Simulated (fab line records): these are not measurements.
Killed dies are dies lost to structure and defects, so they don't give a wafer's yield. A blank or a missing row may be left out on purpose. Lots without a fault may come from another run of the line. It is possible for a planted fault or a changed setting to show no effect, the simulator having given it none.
The tool behind it: which one?    flow berkeley_cmos170    12 lots with 36 wafers sampled at 2 steps, on a route of 331 steps

WHAT THE GAUGES READ, wafer by wafer
UCB170_NWELL_THK_MEAS_02.
lot   measured     on             NWELL_OXIDE_THK (nm)
L263  day 2 00:02  film_metro-04  26.4 26.7 26.5
L264  day 2 05:33  film_metro-01  27.3 27.3 27.3
L265  day 2 09:31  film_metro-03  27.0 26.5 27.1
L275  day 4 10:31  film_metro-03  27.0 27.2 27.2
L276  day 4 22:42  film_metro-04  26.4 26.0 26.3
L278  day 4 22:46  film_metro-04  26.5 26.3 26.4
L280  day 5 13:49  film_metro-04  25.8 25.8 25.6
L281  day 5 15:47  film_metro-01  25.6 25.8 25.9
L283  day 6 04:19  film_metro-01  27.1 26.5 26.3
L284  day 6 05:40  film_metro-01  26.8 26.9 27.0
L285  day 6 10:37  film_metro-04  26.3 26.7 26.5
L286  day 6 16:16  film_metro-01  27.4 27.2 27.6

UCB170_PWELL_THK_MEAS_03.
lot   measured     on             PWELL_OXIDE_THK (nm)
L263  day 2 14:34  film_metro-02  27.2 26.7 26.7
L264  day 2 23:28  film_metro-01  26.3 26.6 26.3
L265  day 3 05:31  film_metro-01  27.1 27.3 26.9
L275  day 5 02:25  film_metro-01  27.6 27.5 27.4
L276  day 5 14:28  film_metro-02  26.9 26.5 26.8
L278  day 5 14:25  film_metro-02  26.2 26.4 26.3
L280  day 6 04:47  film_metro-04  26.4 25.7 25.7
L281  day 6 11:46  film_metro-02  26.3 26.5 26.1
L283  day 6 18:52  film_metro-01  26.7 26.8 26.8
L284  day 7 00:24  film_metro-02  26.5 26.4 26.5
L285  day 7 01:46  film_metro-02  26.7 26.8 26.7
L286  day 7 06:40  film_metro-01  26.6 26.3 26.5

WHICH TOOL RAN EACH LOT (tool, then ch and the chambers of the sampled wafers, then the start)
The record holds no process step before these readings.

WHAT THE TOOLS THEMSELVES READ (means of the sampled wafers that have a number; where no wafer has one, the mark that the record gives instead)
The record holds no such reading with a usual standard deviation.

THE ANSWER, worked out from the rows above alone
Rule: usual is defined by the lots themselves. Put in order of their means at a reading, lots are off if they are a third of the lots or fewer, leave a main group of 4 or more, and stand apart from it by a gap of 3 or more times the standard deviation of the main group's means; of several such gaps the widest counts. Not used: any main group whose means are identical at the precision the tables above print for the reading. A lot without any number at a reading at which 4 lots or more have one is off too. All remaining lots with rows at the step are treated as sound. The gauges are gone through in route order, then the tools' own readings, and for those a lot's mean is taken as printed above. The first step at which some lot is off is used, and at that step the reading that is off furthest; a lot without a number counts as furthest.
Across all readings shown, no lot is off: no conclusion can be drawn from this.

WHAT THE SIMULATOR HAD INSERTED
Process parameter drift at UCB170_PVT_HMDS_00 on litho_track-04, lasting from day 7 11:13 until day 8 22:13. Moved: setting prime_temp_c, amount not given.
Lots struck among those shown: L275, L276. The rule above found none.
